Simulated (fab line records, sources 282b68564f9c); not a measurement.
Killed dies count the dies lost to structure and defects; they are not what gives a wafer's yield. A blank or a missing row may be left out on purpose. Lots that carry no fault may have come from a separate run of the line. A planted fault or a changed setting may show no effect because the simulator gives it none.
Lot-split experiment | flow rit cmos | 27 wafers read across 5 lots, on a route 202 steps long

## ABOUT THE SPLIT
At RIT_CONTACT_DEVELOP_07 (develop time 120 s), the setting develop time s was moved away from the recipe's 120 s on 12 of the 27 wafers read, by -58.3% to -15.8%. For the rest of the wafers, this setting stayed at what the recipe calls for.

## FROM THE SPLIT TO THE READING: what the file shows between them, 3 steps
- RIT_CONTACT_CD_MEAS_08: target cd 1000 nm
- RIT_CONTACT_ETCH_11: etches SiO2 in CHF3/CF4/Ar, stops on TiSi2, target depth 480 nm, time 320 s (also split here: time s)
- RIT_CONTACT_STRIP_12: strips in O2, time 180 s

## THE READING
cd nm (nm) at RIT_CONTACT_CD_MEAS_90, where the cd target is 1000 nm. Typical for fault-free wafers on this fab line: 999.2 nm, with standard deviation 2.7 nm.

wafer  | tool, chamber at the split | develop time s as run, s | against the recipe | cd nm, nm | against lot-mates on the recipe
L075.1 | litho track-04, 0          | 120                      | recipe             | 999.0     | -
L075.2 | litho track-04, 0          | 120                      | recipe             | 997.1     | -
L075.5 | litho track-04, 0          | 120                      | recipe             | 997.9     | -
L076.1 | litho track-03, 0          | 50.08                    | -58.3%             | 916.7     | -79.0
L076.2 | litho track-03, 0          | 50.08                    | -58.3%             | 914.9     | -80.8
L076.3 | litho track-03, 0          | 50.08                    | -58.3%             | 918.3     | -77.4
L076.4 | litho track-03, 0          | 120                      | recipe             | 994.4     | -
L076.5 | litho track-03, 0          | 120                      | recipe             | 996.5     | -
L076.6 | litho track-03, 0          | 120                      | recipe             | 996.1     | -
L079.1 | litho track-04, 0          | 120                      | recipe             | 1002.0    | -
L079.2 | litho track-04, 0          | 101                      | -15.8%             | 988.9     | -12.7
L079.3 | litho track-04, 0          | 101                      | -15.8%             | 987.6     | -14.0
L079.4 | litho track-04, 0          | 120                      | recipe             | 1001.2    | -
L079.5 | litho track-04, 0          | 101                      | -15.8%             | 987.3     | -14.3
L079.6 | litho track-04, 0          | 120                      | recipe             | 1001.7    | -
L081.1 | litho track-04, 0          | 51.34                    | -57.2%             | 926.2     | -74.3
L081.2 | litho track-04, 0          | 120                      | recipe             | 999.7     | -
L081.3 | litho track-04, 0          | 120                      | recipe             | 1001.1    | -
L081.4 | litho track-04, 0          | 51.34                    | -57.2%             | 925.1     | -75.4
L081.5 | litho track-04, 0          | 51.34                    | -57.2%             | 924.4     | -76.1
L081.6 | litho track-04, 0          | 120                      | recipe             | 1000.8    | -
L085.1 | litho track-03, 0          | 55.96                    | -53.4%             | 932.0     | -65.0
L085.2 | litho track-03, 0          | 120                      | recipe             | 996.4     | -
L085.3 | litho track-03, 0          | 120                      | recipe             | 996.5     | -
L085.4 | litho track-03, 0          | 55.96                    | -53.4%             | 933.1     | -63.9
L085.5 | litho track-03, 0          | 55.96                    | -53.4%             | 929.6     | -67.4
L085.6 | litho track-03, 0          | 120                      | recipe             | 998.2     | -

THE FIT
A straight line over all 27 wafers: cd nm changes by +1.33 nm for each +1% of develop time s; r = +0.99; the points scatter about the line by 4.5 nm.
The same after taking each lot's own level away (the mean of its wafers on the recipe; 27 wafers): +1.31 nm for each +1%; r = +1.00; scatter 3 nm.
That fit puts the effect of the largest move of develop time s on the reading at 76 nm.
The span of the lots' own levels, 995.67 to 1001.63 nm, comes to 2.2 times the standard deviation stated above.
The two slopes are in agreement: the lot-to-lot level therefore moves the slope only a little.
Check: -74.9 nm against its lot-mates is what the line predicts for one of the wafers moved furthest among these (-58.3%) when that wafer is left out of the fit. It came out at -79 nm against them.

## ADDITIONAL SPLITS CARRIED BY THESE WAFERS
Note: prior to the reading, these wafers also went through further splits. Each is held against what the fit with the lots' levels taken away leaves over:
other split on the same wafers        | wafers away from the commonest value | r with cd nm (lot level and that fit taken away)
RIT_ACTIVE_CVD_03 time s              | 18                                   | +0.04
RIT_ACTIVE_DEVELOP_10 develop time s  | 9                                    | -0.11
RIT_GATE_DEVELOP_15 develop time s    | 12                                   | +0.55
RIT_SPACER_ETCHBACK_05 target depth a | 9                                    | -0.38
RIT_CONTACT_ETCH_11 time s            | 3                                    | -0.01

## THE WHOLE CHAIN: every reading that the file lists as answering this split, in the file's order
step                   | what it does                                                                | reading                                                        | change (the file's fit)              | r (the file's)
RIT_CONTACT_CD_MEAS_08 | target cd 1000 nm                                                           | cd nm                                                          | +1.29 nm for each +1% of the setting | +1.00
RIT_CONTACT_ETCH_11    | etches SiO2 in CHF3/CF4/Ar, stops on TiSi2, target depth 480 nm, time 320 s | CONTACT.cd nm (the simulator's own value, which no gauge read) | +1.29 nm for each +1% of the setting | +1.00
RIT_CONTACT_CD_MEAS_90 | target cd 1000 nm                                                           | cd nm                                                          | +1.29 nm for each +1% of the setting | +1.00

## FILE'S OWN FIT
cd nm changes by +1.29 nm for each +1% of develop time s, r = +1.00.
